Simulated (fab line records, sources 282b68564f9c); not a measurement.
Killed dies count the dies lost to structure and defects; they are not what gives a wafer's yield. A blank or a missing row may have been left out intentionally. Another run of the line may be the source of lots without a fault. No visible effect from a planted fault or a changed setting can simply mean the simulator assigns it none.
fab line records -- flow rit-cmos
[record] lots = 13, wafers = 39, last-day = 7
route steps=202 shown ACTIVE@4 PWELL@48 NRETRO@59 M1@202
lots untouched by any fault: they come from a run of this same line in which no faults occurred
start-h: start of the lot's first displayed wafer, in hours after the record's first day -- wait-h: hours since the lot's step before -- " unchanged from the row above -- L1.1+2: a row that stands for several wafers -- - no value, or no start given -- * or withheld: withheld -- < > ~ a bound
route shown NAME@n: a module of which the file shows steps, and the number in the route of the first -- usual: mean and standard deviation over wafers with no fault -- same: alike in all rows -- chamber/n: place in a boat -- sites: the reading at each site -- _std_site: standard deviation of those values -- _edge_site: inner sites' mean taken away from outer sites' mean -- radius-mm: how far each site lies from the wafer's centre -- mask NAME#n: copy n -- behind: tool/chamber where the wafer was last shaped -- hold: cause of the lot's hold/its duration in hours/its outcome -- device: the n, p or np transistor that did not switch -- end of line: the route-end tests of the same wafers -- a step without rows: its recipe alone -- killed: count of dies lost to structure and defects at first sort (not the wafer's yield) -- map: a wafer's dies, marking killed ones x, the rest . and places with no die _
set.NAME: the run value of the setting; set.NAME@STEP: its run value at that earlier step -- model.NAME: the simulator's own value behind a step, which no gauge read
the route's steps for a sample of lots (tables are steps, rows are wafers)
services: when a tool's chamber went out of use (start-h, in hours from the record's first day, below 0 if earlier), for how many hours, and the reason
[[steps]]
[step RIT_ACTIVE_CVD_03]
[recipe] material = Si3N4, target-thk-nm = 150, temp-c = 810, precursor = SiH2Cl2/NH3, time-s = 1500, pressure-mtorr = 300, sih2cl2-flow-sccm = 60, nh3-flow-sccm = 150
[usual] nh3-flow-sccm = 150.0/0.39, spike-tc-centre-C = 811.9/1.5, spike-tc-load-C = 835.6/2, spike-tc-source-C = 834.0/1.5, susceptor-temp-C = 810.00/0.3, zone-power-load-pct = 23.1/1, zone-power-source-pct = 22.2/0.92
[same] time-s = 1500
lot.wafer,tool,chamber,start-h,wait-h,nh3-flow-sccm,spike-tc-centre-C,spike-tc-load-C,spike-tc-source-C,susceptor-temp-C,zone-power-load-pct,zone-power-source-pct
L199.4,lpcvd-01,1,13.40,0.0,149.7,810.8,835.1,834.3,810.20,21.7,21.4
L199.5,lpcvd-01,1,13.40,0.0,149.8,810.6,836.7,834.9,809.68,21.8,21.2
L199.6,lpcvd-01,1,13.40,0.0,149.0,811.1,834.5,834.7,810.24,22.1,21.0
L200.2,lpcvd-01,0,19.04,0.4,150.0,810.9,836.7,834.7,809.38,22.5,22.9
L200.5,lpcvd-01,0,19.04,0.4,149.8,809.7,835.8,834.9,809.65,22.1,22.3
L200.6,lpcvd-01,0,19.04,0.4,150.4,808.7,835.1,833.7,809.67,22.4,22.3
L201.1,lpcvd-02,1,23.40,0.1,150.0,809.6,835.8,837.0,810.03,24.0,22.0
L201.2,lpcvd-02,1,23.40,0.1,150.0,810.5,836.1,833.6,810.30,24.0,22.5
L201.4,lpcvd-02,1,23.40,0.1,149.7,811.6,838.6,835.4,809.68,24.2,22.7
L202.3,lpcvd-02,1,27.88,0.0,150.3,811.4,837.5,834.8,809.73,24.3,22.2
L202.4,lpcvd-02,1,27.88,0.0,149.5,811.6,836.8,834.0,810.26,25.0,22.1
L202.6,lpcvd-02,1,27.88,0.0,150.0,811.4,837.0,834.3,810.07,24.0,22.5
L206.1,lpcvd-01,1,47.11,0.1,149.9,811.2,835.9,834.9,809.56,22.2,21.3
L206.2,lpcvd-01,1,47.11,0.1,150.2,813.2,835.0,832.0,809.83,22.3,21.2
L206.5,lpcvd-01,1,47.11,0.1,150.4,810.7,837.3,834.0,810.09,21.9,21.2
L207.1,lpcvd-02,0,52.11,0.1,150.4,860.5,879.2,877.6,854.83,26.9,26.4
L207.3,lpcvd-02,0,52.11,0.1,150.5,859.0,877.7,877.5,855.05,26.9,26.8
L207.6,lpcvd-02,0,52.11,0.1,150.6,857.9,878.0,877.5,855.20,26.7,26.3
L209.1,lpcvd-01,1,63.63,0.1,150.1,812.8,835.9,834.9,809.83,22.0,21.2
L209.3,lpcvd-01,1,63.63,0.1,150.2,812.8,836.2,833.5,809.90,22.0,21.5
L209.4,lpcvd-01,1,63.63,0.1,150.3,810.3,837.3,834.6,809.56,21.9,20.9
L213.3,lpcvd-01,0,82.56,0.0,149.4,809.2,836.4,833.4,809.76,22.3,22.4
L213.4,lpcvd-01,0,82.56,0.0,150.1,811.8,835.8,832.3,809.55,21.9,22.0
L213.5,lpcvd-01,0,82.56,0.0,149.9,811.0,837.4,833.3,809.87,22.4,22.7
L215.1,lpcvd-01,1,93.56,0.1,150.0,812.9,837.6,834.2,810.02,21.9,21.2
L215.2,lpcvd-01,1,93.56,0.1,149.7,811.7,835.8,833.8,809.92,22.2,21.2
L215.6,lpcvd-01,1,93.56,0.1,149.5,808.9,837.1,832.9,810.32,22.1,21.2
L219.2,lpcvd-01,1,112.44,0.0,149.8,813.6,836.9,834.7,809.48,22.0,21.1
L219.4,lpcvd-01,1,112.44,0.0,150.6,811.5,836.5,835.5,809.92,22.0,21.2
L219.5,lpcvd-01,1,112.44,0.0,150.3,812.0,835.9,834.2,809.78,22.3,21.3
L220.2,lpcvd-02,1,117.11,0.0,149.8,812.0,836.1,835.1,810.26,24.2,22.0
L220.3,lpcvd-02,1,117.11,0.0,149.9,809.9,836.2,835.7,810.74,24.0,22.1
L220.6,lpcvd-02,1,117.11,0.0,149.6,812.1,836.3,835.9,809.96,24.0,22.5
L221.1,lpcvd-01,1,122.97,0.1,150.3,810.3,834.6,832.3,810.21,21.8,21.3
L221.4,lpcvd-01,1,122.97,0.1,150.2,808.7,836.5,835.6,810.05,21.7,21.1
L221.5,lpcvd-01,1,122.97,0.1,150.0,811.9,836.9,832.2,809.92,22.3,21.2
L222.1,lpcvd-01,1,127.97,0.1,149.9,811.1,838.2,833.4,809.58,21.8,21.2
L222.3,lpcvd-01,1,127.97,0.1,150.2,812.0,836.3,834.6,809.73,21.7,21.3
L222.4,lpcvd-01,1,127.97,0.1,149.9,809.2,837.1,833.9,810.32,21.9,21.0
[step RIT_ACTIVE_THK_MEAS_04]
[recipe] reads = Si3N4_of_ACTIVE_CVD_03
[usual] ACTIVE_NITRIDE_THK = 150.2/1.2
lot.wafer,tool,chamber,start-h,wait-h,hold,ACTIVE_NITRIDE_THK[nm]
L199.4,film-metro-02,-,14.85,0.0,-,152.2
L199.5,film-metro-02,-,14.85,0.0,-,153.3
L199.6,film-metro-02,-,14.85,0.0,-,151.1
L200.2,film-metro-03,-,20.47,0.0,-,148.5
L200.5,film-metro-03,-,20.47,0.0,-,148.0
L200.6,film-metro-03,-,20.47,0.0,-,147.3
L201.1,film-metro-04,-,24.82,0.0,-,149.3
L201.2,film-metro-04,-,24.82,0.0,-,148.6
L201.4,film-metro-04,-,24.82,0.0,-,148.8
L202.3,film-metro-02,-,29.32,0.0,-,149.3
L202.4,film-metro-02,-,29.32,0.0,-,149.7
L202.6,film-metro-02,-,29.32,0.0,-,149.6
L206.1,film-metro-02,-,48.53,0.0,-,151.4
L206.2,film-metro-02,-,48.53,0.0,-,151.5
L206.5,film-metro-02,-,48.53,0.0,-,150.9
L207.1,film-metro-03,-,53.53,0.0,await-dispo/0.2h/release,253.6
L207.3,film-metro-03,-,53.53,0.0,await-dispo/0.2h/release,253.9
L207.6,film-metro-03,-,53.53,0.0,await-dispo/0.2h/release,252.2
L207.1,film-metro-03,-,53.82,0.3,-,253.4
L207.3,film-metro-03,-,53.82,0.3,-,253.9
L207.6,film-metro-03,-,53.82,0.3,-,252.4
L209.1,film-metro-03,-,65.05,0.0,-,149.6
L209.3,film-metro-03,-,65.05,0.0,-,151.0
L209.4,film-metro-03,-,65.05,0.0,-,150.8
L213.3,film-metro-02,-,83.99,0.0,-,150.1
L213.4,film-metro-02,-,83.99,0.0,-,148.3
L213.5,film-metro-02,-,83.99,0.0,-,149.0
L215.1,film-metro-04,-,94.98,0.0,-,150.4
L215.2,film-metro-04,-,94.98,0.0,-,151.2
L215.6,film-metro-04,-,94.98,0.0,-,150.9
L219.2,film-metro-03,-,113.87,0.0,-,150.7
L219.4,film-metro-03,-,113.87,0.0,-,149.7
L219.5,film-metro-03,-,113.87,0.0,-,150.5
L220.2,film-metro-04,-,118.54,0.0,-,151.7
L220.3,film-metro-04,-,118.54,0.0,-,151.0
L220.6,film-metro-04,-,118.54,0.0,-,151.3
L221.1,film-metro-04,-,124.39,0.0,-,149.6
L221.4,film-metro-04,-,124.39,0.0,-,150.8
L221.5,film-metro-04,-,124.39,0.0,-,151.0
L222.1,film-metro-03,-,129.38,0.0,-,147.3
L222.3,film-metro-03,-,129.38,0.0,-,148.7
L222.4,film-metro-03,-,129.38,0.0,-,148.6
[step RIT_ACTIVE_CD_MEAS_11]
[recipe] target-cd-nm = 1400
[usual] cd-nm = 1400.3/2.3
lot.wafer,tool,chamber,start-h,wait-h,cd-nm
L199.4,cd-sem-01,-,16.10,-,1401.3
L199.5,cd-sem-01,-,16.10,-,1402.6
L199.6,cd-sem-01,-,16.10,-,1401.3
L200.2,cd-sem-02,-,21.51,-,1403.8
L200.5,cd-sem-02,-,21.51,-,1404.4
L200.6,cd-sem-02,-,21.51,-,1403.0
L201.1,cd-sem-02,-,25.85,-,1396.8
L201.2,cd-sem-02,-,25.85,-,1397.7
L201.4,cd-sem-02,-,25.85,-,1397.8
L202.3,cd-sem-02,-,30.37,-,1396.9
L202.4,cd-sem-02,-,30.37,-,1396.2
L202.6,cd-sem-02,-,30.37,-,1396.7
L206.1,cd-sem-02,-,49.71,-,1403.4
L206.2,cd-sem-02,-,49.71,-,1400.2
L206.5,cd-sem-02,-,49.71,-,1400.9
L209.1,cd-sem-02,-,66.23,-,1397.6
L209.3,cd-sem-02,-,66.23,-,1397.7
L209.4,cd-sem-02,-,66.23,-,1396.6
L213.3,cd-sem-02,-,84.92,-,1399.5
L213.4,cd-sem-02,-,84.92,-,1398.4
L213.5,cd-sem-02,-,84.92,-,1399.8
L215.1,cd-sem-02,-,96.01,-,1397.8
L215.2,cd-sem-02,-,96.01,-,1398.8
L215.6,cd-sem-02,-,96.01,-,1397.0
L219.2,cd-sem-02,-,114.89,-,1400.4
L219.4,cd-sem-02,-,114.89,-,1401.5
L219.5,cd-sem-02,-,114.89,-,1401.1
L220.2,cd-sem-01,-,119.46,-,1400.3
L220.3,cd-sem-01,-,119.46,-,1398.4
L220.6,cd-sem-01,-,119.46,-,1397.4
L221.1,cd-sem-01,-,125.42,-,1401.6
L221.4,cd-sem-01,-,125.42,-,1402.2
L221.5,cd-sem-01,-,125.42,-,1401.4
L222.1,cd-sem-02,-,130.29,-,1397.8
L222.3,cd-sem-02,-,130.29,-,1399.8
L222.4,cd-sem-02,-,130.29,-,1398.7
[step RIT_PWELL_STRIP_09]
[recipe] chemistry = O2, time-s = 180, resist = NOVOLAK, platen-temp-c = withheld, power-w = 500, pressure-mtorr = 4000, o2-flow-sccm = 4000
[usual] chamber-pressure-mTorr = 4000/3.7, drypump-motor-current-A = 5.7/0.35
[same] time-s = 180
lot.wafer,tool,chamber,start-h,wait-h,chamber-pressure-mTorr,drypump-motor-current-A,rf-hours-counter-h
L199.4,plasma-asher-04,0,25.41,0.1,4007,5.6,-
L199.5,plasma-asher-04,0,25.41,0.1,4003,5.5,-
L199.6,plasma-asher-04,1,25.41,0.1,3997,6.1,-
L200.2,plasma-asher-03,1,33.31,0.1,4001,6.0,37
L200.5,plasma-asher-03,0,33.31,0.1,4000,5.5,-
L200.6,plasma-asher-03,1,33.31,0.1,4002,6.0,-
L201.1,plasma-asher-03,1,37.28,0.1,3998,6.0,37
L201.2,plasma-asher-03,0,37.28,0.1,4000,5.5,37
L201.4,plasma-asher-03,1,37.28,0.1,4002,6.0,-
L202.3,plasma-asher-03,1,38.70,0.1,4012,6.0,-
L202.4,plasma-asher-03,0,38.70,0.1,3998,5.5,-
L202.6,plasma-asher-03,1,38.70,0.1,3998,6.0,-
L206.1,plasma-asher-04,0,58.63,0.1,4002,5.5,26
L206.2,plasma-asher-04,1,58.63,0.1,3995,6.1,26
L206.5,plasma-asher-04,0,58.63,0.1,3996,5.6,-
L209.1,plasma-asher-04,1,76.02,0.1,3998,6.1,28
L209.3,plasma-asher-04,1,76.02,0.1,4001,6.1,-
L209.4,plasma-asher-04,0,76.02,0.1,3997,5.6,-
L213.3,plasma-asher-03,1,93.75,0.1,3995,6.0,-
L213.4,plasma-asher-03,0,93.75,0.1,4003,5.5,-
L213.5,plasma-asher-03,0,93.75,0.1,3999,5.5,-
L215.1,plasma-asher-02,1,105.50,0.1,3999,6.0,47
L215.2,plasma-asher-02,0,105.50,0.1,4002,5.2,47
L215.6,plasma-asher-02,1,105.50,0.1,4005,6.0,-
L219.2,plasma-asher-03,1,125.40,0.1,3992,6.0,47
L219.4,plasma-asher-03,0,125.40,0.1,4004,5.5,-
L219.5,plasma-asher-03,0,125.40,0.1,3995,5.5,-
L220.2,plasma-asher-03,0,128.31,0.1,3999,5.5,48
L220.3,plasma-asher-03,0,128.31,0.1,3998,5.5,-
L220.6,plasma-asher-03,1,128.31,0.1,4001,6.0,-
L221.1,plasma-asher-02,1,134.86,0.1,4005,6.0,51
L221.4,plasma-asher-02,1,134.86,0.1,4001,6.0,-
L221.5,plasma-asher-02,1,134.86,0.1,3998,6.0,-
L222.1,plasma-asher-02,0,139.00,0.1,4000,5.2,51
L222.3,plasma-asher-02,0,139.00,0.1,3998,5.1,-
L222.4,plasma-asher-02,1,139.00,0.1,3992,6.0,-
[step RIT_NRETRO_OVL_MEAS_06]
[usual] NRETRO_OVL = -0.4/1.5
lot.wafer,tool,chamber,start-h,wait-h,NRETRO_OVL[nm]
L199.4,overlay-02,-,32.83,-,-1.2
L199.5,overlay-02,-,32.83,-,-0.4
L199.6,overlay-02,-,32.83,-,0.3
L200.2,overlay-01,-,39.88,-,3.1
L200.5,overlay-01,-,39.88,-,1.8
L200.6,overlay-01,-,39.88,-,0.2
L201.1,overlay-02,-,44.95,-,0.2
L201.2,overlay-02,-,44.95,-,0.3
L201.4,overlay-02,-,44.95,-,0.5
L202.3,overlay-02,-,45.46,-,0.2
L202.4,overlay-02,-,45.46,-,0.0
L202.6,overlay-02,-,45.46,-,-2.0
L206.1,overlay-02,-,65.68,-,-0.2
L206.2,overlay-02,-,65.68,-,0.0
L206.5,overlay-02,-,65.68,-,-2.1
L209.1,overlay-01,-,83.05,-,0.2
L209.3,overlay-01,-,83.05,-,-0.5
L209.4,overlay-01,-,83.05,-,0.2
L213.3,overlay-02,-,101.27,-,3.0
L213.4,overlay-02,-,101.27,-,-0.3
L213.5,overlay-02,-,101.27,-,0.7
L215.1,overlay-01,-,113.11,-,2.3
L215.2,overlay-01,-,113.11,-,2.2
L215.6,overlay-01,-,113.11,-,1.9
L219.2,overlay-01,-,132.57,-,-1.1
L219.4,overlay-01,-,132.57,-,-0.7
L219.5,overlay-01,-,132.57,-,0.2
L220.2,overlay-01,-,134.88,-,-2.3
L220.3,overlay-01,-,134.88,-,-0.9
L220.6,overlay-01,-,134.88,-,-0.2
L221.1,overlay-01,-,141.43,-,-0.7
L221.4,overlay-01,-,141.43,-,-1.5
L221.5,overlay-01,-,141.43,-,-0.2
L222.1,overlay-02,-,147.05,-,0.4
L222.3,overlay-02,-,147.05,-,1.7
L222.4,overlay-02,-,147.05,-,0.8
[step RIT_M1_PROBE_99]
[usual] defect-limited-yield = 97.4/1.2, killed_at_M0_to_M3 = 0.0/0.12, killed-at-contacts = 0.1/0.27, killed-at-front-end = 7/3.1, killed-dies = 7/3.1, killed-open = 3.3/2.1, killed-short = 3.5/2, sort_bin_3_pad_short = 0.1/0.21, sort_bin_5_function = 1.5/0.83, sort_bin_6_memory = 1.0/0.65, sort-n-pass = 257/3.1, sort-yield-pct = 97.4/1.2
[same] gross-dies = 264, killed_at_M4_up = 0, killed-at-back-side = 0, killed-at-other = 0
lot.wafer,tool,chamber,start-h,wait-h,defect-limited-yield[%],killed_at_M0_to_M3,killed-at-contacts,killed-at-front-end,killed-dies,killed-open,killed-short,sort_bin_3_pad_short[%],sort_bin_5_function[%],sort_bin_6_memory[%],sort-n-pass,sort-yield-pct[%]
L199.4,prober-02,-,65.09,0.2,97.3,0,0,7,7,3,4,0,1.1,1.5,257,97.3
L199.5,prober-02,-,65.14,0.2,97.0,0,0,8,8,5,3,0,1.9,1.1,256,97.0
L199.6,prober-02,-,65.19,0.2,96.2,0,0,10,10,5,5,0.4,1.9,1.5,254,96.2
L200.2,prober-01,-,70.90,0.1,97.7,0,1,5,6,3,3,0,1.1,1.1,258,97.7
L200.5,prober-01,-,71.05,0.2,97.0,0,0,8,8,5,3,0.8,1.9,0.4,256,97.0
L200.6,prober-01,-,71.10,0.2,97.7,0,0,6,6,4,2,0,1.9,0.4,258,97.7
L201.1,prober-02,-,74.29,0.1,95.8,0,0,11,11,5,6,0,2.3,1.9,253,95.8
L201.2,prober-02,-,74.34,0.1,97.3,0,0,7,7,3,4,0,2.3,0.4,257,97.3
L201.4,prober-02,-,74.44,0.2,98.1,1,0,4,5,4,1,0,1.5,0.4,259,98.1
L202.3,prober-01,-,75.89,0.2,98.1,0,0,5,5,2,3,0,0.8,1.1,259,98.1
L202.4,prober-01,-,75.94,0.2,96.2,0,0,10,10,6,4,0.4,1.5,1.9,254,96.2
L202.6,prober-01,-,76.04,0.2,97.7,0,0,6,6,4,2,0,0.4,1.9,258,97.7
L206.1,prober-01,-,97.42,0.1,98.1,0,0,5,5,3,2,0,0.8,1.1,259,98.1
L206.2,prober-01,-,97.47,0.1,97.0,0,0,8,8,4,4,0.4,1.9,0.8,256,97.0
L206.5,prober-01,-,97.62,0.2,97.0,0,0,8,8,6,2,0.4,1.5,1.1,256,97.0
L209.1,prober-02,-,113.07,0.1,98.1,0,0,5,5,2,2,0,1.5,0.4,259,98.1
L209.3,prober-02,-,113.17,0.2,98.9,0,0,3,3,2,1,0,1.1,0,261,98.9
L209.4,prober-02,-,113.22,0.2,98.5,0,0,4,4,1,3,0.4,0.4,0.8,260,98.5
L213.3,prober-02,-,132.37,0.2,97.7,0,0,6,6,3,3,0,2.3,0,258,97.7
L213.4,prober-02,-,132.42,0.2,96.6,0,0,9,9,4,5,0,2.7,0.8,255,96.6
L213.5,prober-02,-,132.47,0.2,95.8,0,1,10,11,5,6,0.4,2.7,1.1,253,95.8
L215.1,prober-02,-,143.23,0.1,97.0,0,0,8,8,3,5,0,2.3,0.8,256,97.0
L215.2,prober-02,-,143.28,0.1,96.6,0,0,9,9,2,7,0.4,1.5,1.5,255,96.6
L215.6,prober-02,-,143.48,0.2,98.1,0,0,5,5,4,1,0,0.8,1.1,259,98.1
L219.2,prober-01,-,163.29,0.1,97.3,0,0,7,7,2,5,0,1.9,0.8,257,97.3
L219.4,prober-01,-,163.39,0.2,97.3,0,0,7,7,6,1,0,0.8,1.9,257,97.3
L219.5,prober-01,-,163.44,0.2,95.8,0,0,11,11,4,7,0,1.9,2.3,253,95.8
L220.2,prober-02,-,165.78,0.1,97.7,0,0,6,6,4,2,0.4,1.1,0.8,258,97.7
L220.3,prober-02,-,165.83,0.2,95.5,0,0,12,12,8,4,0,3.4,1.1,252,95.5
L220.6,prober-02,-,165.98,0.2,98.1,0,0,5,5,0,5,0.4,0.8,0.8,259,98.1
L221.1,prober-01,-,172.04,0.1,98.5,0,0,4,4,2,2,0,0.8,0.8,260,98.5
L221.4,prober-01,-,172.19,0.2,97.3,1,0,6,7,5,2,0,1.5,1.1,257,97.3
L221.5,prober-01,-,172.24,0.2,99.2,0,0,2,2,0,2,0,0.8,0,262,99.2
L222.1,prober-02,-,177.49,0.1,97.7,0,0,6,6,4,2,0,1.5,0.8,258,97.7
L222.3,prober-02,-,177.59,0.2,98.5,0,0,4,4,3,1,0,1.5,0,260,98.5
L222.4,prober-02,-,177.64,0.2,96.2,0,0,10,10,3,7,0.8,1.1,1.9,254,96.2
// killed by level:class
L199.4 GATE:geometric-particle:short=4 SILICIDE:geometric-particle:open=2 REOX:geometric-particle:open=1
L199.5 GATE:geometric-particle:open=3 GATE:geometric-particle:short=2 SPACER:geometric-particle:open=2 FOX1:geometric-particle:short=1
L199.6 GATE:geometric-particle:open=4 GATE:geometric-particle:short=3 SPACER:geometric-particle:short=1 SILICIDE:geometric-particle:short=1 SILICIDE:geometric-particle:open=1
L200.2 FOX1:geometric-particle:short=1 FOX2:geometric-particle:open=1 GATE:geometric-particle:open=1 SILICIDE:geometric-particle:short=1 SILICIDE:geometric-particle:open=1 CONTACT:geometric-particle:short=1
L200.5 GATE:geometric-particle:open=4 GATE:geometric-particle:short=2 SILICIDE:geometric-particle:short=1 SILICIDE:geometric-particle:open=1
L200.6 SILICIDE:geometric-particle:open=2 SILICIDE:geometric-particle:short=1 GATE:geometric-particle:open=1 REOX:geometric-particle:short=1 SPACER:geometric-particle:open=1
L201.1 FOX1:geometric-particle:short=2 GATE:geometric-particle:short=2 GATE:geometric-particle:open=2 SPACER:geometric-particle:short=2 FOX1:geometric-particle:open=1 REOX:geometric-particle:open=1 SPACER:geometric-particle:open=1
L201.2 FOX1:geometric-particle:short=3 FOX1:geometric-particle:open=2 GATE:geometric-particle:open=1 SPACER:geometric-particle:short=1
L201.4 REOX:geometric-particle:open=3 GATE:geometric-particle:open=1 M1:geometric-particle:short=1
L202.3 FOX2:geometric-particle:short=1 GATE:geometric-particle:open=1 GATE:geometric-particle:short=1 SPACER:geometric-particle:open=1 SILICIDE:geometric-particle:short=1
L202.4 FOX2:geometric-particle:open=2 FOX2:geometric-particle:short=2 REOX:geometric-particle:open=2 FOX1:geometric-particle:short=1 GATE:geometric-particle:short=1 SPACER:geometric-particle:open=1 SILICIDE:geometric-particle:open=1
L202.6 FOX1:geometric-particle:open=1 FOX2:geometric-particle:open=1 GATE:geometric-particle:short=1 GATE:geometric-particle:open=1 REOX:geometric-particle:open=1 SPACER:geometric-particle:short=1
L206.1 GATE:geometric-particle:open=1 GATE:geometric-particle:short=1 REOX:geometric-particle:short=1 SPACER:geometric-particle:open=1 SILICIDE:geometric-particle:open=1
L206.2 GATE:geometric-particle:open=2 REOX:geometric-particle:short=2 FOX1:geometric-particle:open=1 FOX1:geometric-particle:short=1 FOX2:geometric-particle:short=1 REOX:geometric-particle:open=1
L206.5 SILICIDE:geometric-particle:open=3 REOX:geometric-particle:open=2 REOX:geometric-particle:short=1 SPACER:geometric-particle:short=1 SPACER:geometric-particle:open=1
L209.1 FOX2:geometric-particle:open=1 GATE:geometric-particle:short=1 REOX:geometric-particle:short=1 SILICIDE:geometric-particle:open=1 NRETRO:coat-microbubble-printed=1
L209.3 FOX1:geometric-particle:short=1 REOX:geometric-particle:open=1 SILICIDE:geometric-particle:open=1
L209.4 GATE:geometric-particle:short=2 GATE:geometric-particle:open=1 SPACER:geometric-particle:short=1
L213.3 GATE:geometric-particle:open=2 FOX1:geometric-particle:short=1 FOX1:geometric-particle:open=1 GATE:geometric-particle:short=1 SPACER:geometric-particle:short=1
L213.4 FOX2:geometric-particle:short=2 GATE:geometric-particle:short=2 GATE:geometric-particle:open=2 SILICIDE:geometric-particle:open=2 FOX1:geometric-particle:short=1
L213.5 GATE:geometric-particle:open=2 GATE:geometric-particle:short=2 SILICIDE:geometric-particle:open=2 REOX:geometric-particle:short=1 REOX:geometric-particle:open=1 SPACER:geometric-particle:short=1 SILICIDE:geometric-particle:short=1 CONTACT:geometric-particle:short=1
L215.1 GATE:geometric-particle:short=3 GATE:geometric-particle:open=2 FOX1:geometric-particle:open=1 SPACER:geometric-particle:short=1 SILICIDE:geometric-particle:short=1
L215.2 GATE:geometric-particle:short=2 REOX:geometric-particle:open=2 SPACER:geometric-particle:short=2 FOX1:geometric-particle:short=1 FOX2:geometric-particle:short=1 REOX:geometric-particle:short=1
L215.6 SPACER:geometric-particle:open=2 ACTIVE:geometric-particle:open=1 FOX1:geometric-particle:open=1 GATE:geometric-particle:short=1
L219.2 GATE:geometric-particle:short=3 FOX1:geometric-particle:short=2 REOX:geometric-particle:open=1 SILICIDE:geometric-particle:open=1
L219.4 FOX1:geometric-particle:open=3 GATE:geometric-particle:open=2 REOX:geometric-particle:short=1 SILICIDE:geometric-particle:open=1
L219.5 FOX2:geometric-particle:open=2 FOX2:geometric-particle:short=2 REOX:geometric-particle:short=2 FOX1:geometric-particle:short=1 GATE:geometric-particle:open=1 GATE:geometric-particle:short=1 REOX:geometric-particle:open=1 SILICIDE:geometric-particle:short=1
L220.2 GATE:geometric-particle:short=2 SPACER:geometric-particle:open=2 FOX1:geometric-particle:open=1 GATE:geometric-particle:open=1
L220.3 GATE:geometric-particle:open=4 SPACER:geometric-particle:open=3 SPACER:geometric-particle:short=2 FOX1:geometric-particle:short=1 GATE:geometric-particle:short=1 SILICIDE:geometric-particle:open=1
L220.6 GATE:geometric-particle:short=4 FOX1:geometric-particle:short=1
L221.1 GATE:geometric-particle:short=2 GATE:geometric-particle:open=2
L221.4 GATE:geometric-particle:open=5 GATE:geometric-particle:short=1 M1:geometric-particle:short=1
L221.5 FOX2:geometric-particle:short=1 GATE:geometric-particle:short=1
L222.1 FOX2:geometric-particle:short=2 GATE:geometric-particle:open=2 FOX1:geometric-particle:open=1 SILICIDE:geometric-particle:open=1
L222.3 FOX1:geometric-particle:open=1 FOX2:geometric-particle:open=1 GATE:geometric-particle:short=1 REOX:geometric-particle:open=1
L222.4 GATE:geometric-particle:short=3 GATE:geometric-particle:open=2 SPACER:geometric-particle:short=2 FOX1:geometric-particle:short=1 SILICIDE:geometric-particle:short=1 SILICIDE:geometric-particle:open=1
[[services]]
tool,chamber,start-h,hours,kind
lpcvd-02,-,53.83,6.0,pm
plasma-asher-02,-,128.81,0.6,repair
plasma-asher-03,-,131.59,4.5,repair
[[key]]
[first-sign] step = RIT_ACTIVE_CVD_03, reading = susceptor-temp-C, direction = up, sigmas = 99+, usual = *, struck = *
[effect] step = RIT_ACTIVE_CVD_03, reading = spike-tc-centre-C, direction = up, sigmas = 31, usual = 811.9, struck = 859.1
[effect] step = RIT_ACTIVE_THK_MEAS_04, reading = visit, direction = added
[effect] step = RIT_ACTIVE_THK_MEAS_04, reading = ACTIVE_NITRIDE_THK, direction = up, sigmas = 84, usual = 150.2, struck = 253.2
met-at RIT_ACTIVE_CVD_03
struck-lots L207
struck-wafers L207.1,L207.3,L207.6
scrapped-behind RIT_ACTIVE_THK_MEAS_04 L207.1,L207.3,L207.6
not-acting-at RIT_ACTIVE_CD_MEAS_11,RIT_PWELL_STRIP_09,RIT_NRETRO_OVL_MEAS_06
[fault] kind = process-parameter-drift, tool = lpcvd-02, chamber = 0, onset-h = 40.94, steps = RIT_ACTIVE_CVD_03, channel = temp-c, offset = *, shape = step, end-h = 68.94, acts-in = *, stated = *
